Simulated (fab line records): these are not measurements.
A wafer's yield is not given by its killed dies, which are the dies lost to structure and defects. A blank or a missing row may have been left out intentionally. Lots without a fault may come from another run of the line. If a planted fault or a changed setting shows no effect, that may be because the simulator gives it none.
Lot-split experiment || flow berkeleyCmos170 || route with 331 steps; 5 lots, 23 wafers read

== THE SPLIT ==
At UCB170_M2_METAL_ETCH_18 (etches Al in Cl2/BCl3, stops on SiO2, target depth 1170 nm, time 195 s), the setting icpW was moved away from the recipe's 600 W on 10 of the 23 wafers read, by -9.8% to +11.4%. All remaining wafers had this setting at the recipe value.

No step appears in the file between the split and the reading.

== THE READING ==
oesProductAu, in a.u., at UCB170_M2_STRIP_19 (strips in O2). Fault-free wafers of this fab line usually give 0.548 a.u., standard deviation 0.0095 a.u.

{"wafer": "L075.1", "tool, chamber at the split": "rieMetal-03, 0", "icpW as run, W": 600, "against the recipe": "recipe", "oesProductAu, a.u.": 0.557, "against lot-mates on the recipe": "-"}
{"wafer": "L075.2", "tool, chamber at the split": "rieMetal-03, 1", "icpW as run, W": 600, "against the recipe": "recipe", "oesProductAu, a.u.": 0.562, "against lot-mates on the recipe": "-"}
{"wafer": "L075.3", "tool, chamber at the split": "rieMetal-03, 0", "icpW as run, W": 668.4, "against the recipe": "+11.4%", "oesProductAu, a.u.": 0.489, "against lot-mates on the recipe": -0.074}
{"wafer": "L075.4", "tool, chamber at the split": "rieMetal-03, 1", "icpW as run, W": 600, "against the recipe": "recipe", "oesProductAu, a.u.": 0.571, "against lot-mates on the recipe": "-"}
{"wafer": "L075.5", "tool, chamber at the split": "rieMetal-03, 1", "icpW as run, W": 668.4, "against the recipe": "+11.4%", "oesProductAu, a.u.": 0.492, "against lot-mates on the recipe": -0.071}
{"wafer": "L078.1", "tool, chamber at the split": "rieMetal-01, 1", "icpW as run, W": 600, "against the recipe": "recipe", "oesProductAu, a.u.": 0.572, "against lot-mates on the recipe": "-"}
{"wafer": "L078.3", "tool, chamber at the split": "rieMetal-01, 1", "icpW as run, W": 600, "against the recipe": "recipe", "oesProductAu, a.u.": 0.559, "against lot-mates on the recipe": "-"}
{"wafer": "L078.6", "tool, chamber at the split": "rieMetal-01, 0", "icpW as run, W": 600, "against the recipe": "recipe", "oesProductAu, a.u.": 0.527, "against lot-mates on the recipe": "-"}
{"wafer": "L077.1", "tool, chamber at the split": "rieMetal-03, 1", "icpW as run, W": 600, "against the recipe": "recipe", "oesProductAu, a.u.": 0.550, "against lot-mates on the recipe": "-"}
{"wafer": "L077.2", "tool, chamber at the split": "rieMetal-03, 0", "icpW as run, W": 632.7, "against the recipe": "+5.4%", "oesProductAu, a.u.": 0.510, "against lot-mates on the recipe": -0.036}
{"wafer": "L077.4", "tool, chamber at the split": "rieMetal-03, 0", "icpW as run, W": 600, "against the recipe": "recipe", "oesProductAu, a.u.": 0.542, "against lot-mates on the recipe": "-"}
{"wafer": "L077.5", "tool, chamber at the split": "rieMetal-03, 0", "icpW as run, W": 632.7, "against the recipe": "+5.4%", "oesProductAu, a.u.": 0.496, "against lot-mates on the recipe": -0.050}
{"wafer": "L077.6", "tool, chamber at the split": "rieMetal-03, 1", "icpW as run, W": 632.7, "against the recipe": "+5.4%", "oesProductAu, a.u.": 0.509, "against lot-mates on the recipe": -0.037}
{"wafer": "L081.1", "tool, chamber at the split": "rieMetal-03, 1", "icpW as run, W": 541.4, "against the recipe": "-9.8%", "oesProductAu, a.u.": 0.613, "against lot-mates on the recipe": "+0.062"}
{"wafer": "L081.2", "tool, chamber at the split": "rieMetal-03, 0", "icpW as run, W": 600, "against the recipe": "recipe", "oesProductAu, a.u.": 0.557, "against lot-mates on the recipe": "-"}
{"wafer": "L081.3", "tool, chamber at the split": "rieMetal-03, 0", "icpW as run, W": 600, "against the recipe": "recipe", "oesProductAu, a.u.": 0.540, "against lot-mates on the recipe": "-"}
{"wafer": "L081.5", "tool, chamber at the split": "rieMetal-03, 0", "icpW as run, W": 541.4, "against the recipe": "-9.8%", "oesProductAu, a.u.": 0.612, "against lot-mates on the recipe": "+0.061"}
{"wafer": "L081.6", "tool, chamber at the split": "rieMetal-03, 1", "icpW as run, W": 600, "against the recipe": "recipe", "oesProductAu, a.u.": 0.557, "against lot-mates on the recipe": "-"}
{"wafer": "L085.1", "tool, chamber at the split": "rieMetal-03, 1", "icpW as run, W": 628.6, "against the recipe": "+4.8%", "oesProductAu, a.u.": 0.529, "against lot-mates on the recipe": -0.027}
{"wafer": "L085.3", "tool, chamber at the split": "rieMetal-03, 1", "icpW as run, W": 628.6, "against the recipe": "+4.8%", "oesProductAu, a.u.": 0.525, "against lot-mates on the recipe": -0.031}
{"wafer": "L085.4", "tool, chamber at the split": "rieMetal-03, 0", "icpW as run, W": 600, "against the recipe": "recipe", "oesProductAu, a.u.": 0.553, "against lot-mates on the recipe": "-"}
{"wafer": "L085.5", "tool, chamber at the split": "rieMetal-03, 0", "icpW as run, W": 600, "against the recipe": "recipe", "oesProductAu, a.u.": 0.559, "against lot-mates on the recipe": "-"}
{"wafer": "L085.6", "tool, chamber at the split": "rieMetal-03, 1", "icpW as run, W": 628.6, "against the recipe": "+4.8%", "oesProductAu, a.u.": 0.532, "against lot-mates on the recipe": -0.024}

THE FIT
A straight line over all 23 wafers: oesProductAu changes by -0.00612 a.u. for each +1% of icpW; r = -0.94; the points scatter about the line by 0.012 a.u.
The same after taking each lot's own level away (the mean of its wafers on the recipe; 23 wafers): -0.00642 a.u. for each +1%; r = -0.96; scatter 0.009 a.u.
Per that fit: largest icpW move, reading shift of 0.073 a.u.
The lots' own levels span 0.5460 to 0.5633 a.u., that is 1.8 times the standard deviation above.
The two slopes are in agreement: the lot-to-lot level therefore moves the slope only a little.
Check: for one of the wafers moved furthest among these (+11.4%), held out of the fit, the line's prediction against its lot-mates is -0.0734 a.u. It came out at -0.0743 a.u. against them.

== FURTHER SPLITS ON THESE WAFERS ==
These wafers also went through other splits before the reading. Each is held against what the fit with the lots' levels taken away leaves over:
{"other split on the same wafers": "UCB170_M2_EXPOSE_12 doseMj", "wafers away from the commonest value": 8, "r with oesProductAu (lot level and that fit taken away)": -0.26}

== THE WHOLE CHAIN: every reading that the file lists as answering this split, in the file's order ==
{"step": "UCB170_M2_METAL_ETCH_18", "what it does": "etches Al in Cl2/BCl3, stops on SiO2, target depth 1170 nm, time 195 s", "reading": "KrF_of_M2_COAT_10.thkNm (the simulator's own value, which no gauge read)", "change (the file's fit)": "-5.71 nm for each +1% of the setting", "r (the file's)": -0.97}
{"step": "UCB170_M2_METAL_ETCH_18", "what it does": "etches Al in Cl2/BCl3, stops on SiO2, target depth 1170 nm, time 195 s", "reading": "SiO2_of_V1_CVD_00.thkNm (the simulator's own value, which no gauge read)", "change (the file's fit)": "-0.47 nm for each +1% of the setting", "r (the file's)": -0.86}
{"step": "UCB170_M2_STRIP_19", "what it does": "strips in O2", "reading": "oesProductAu", "change (the file's fit)": "-0.00639 a.u. for each +1% of the setting", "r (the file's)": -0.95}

== THE FILE'S OWN FIT ==
oesProductAu changes by -0.00639 a.u. for each +1% of icpW, r = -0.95.
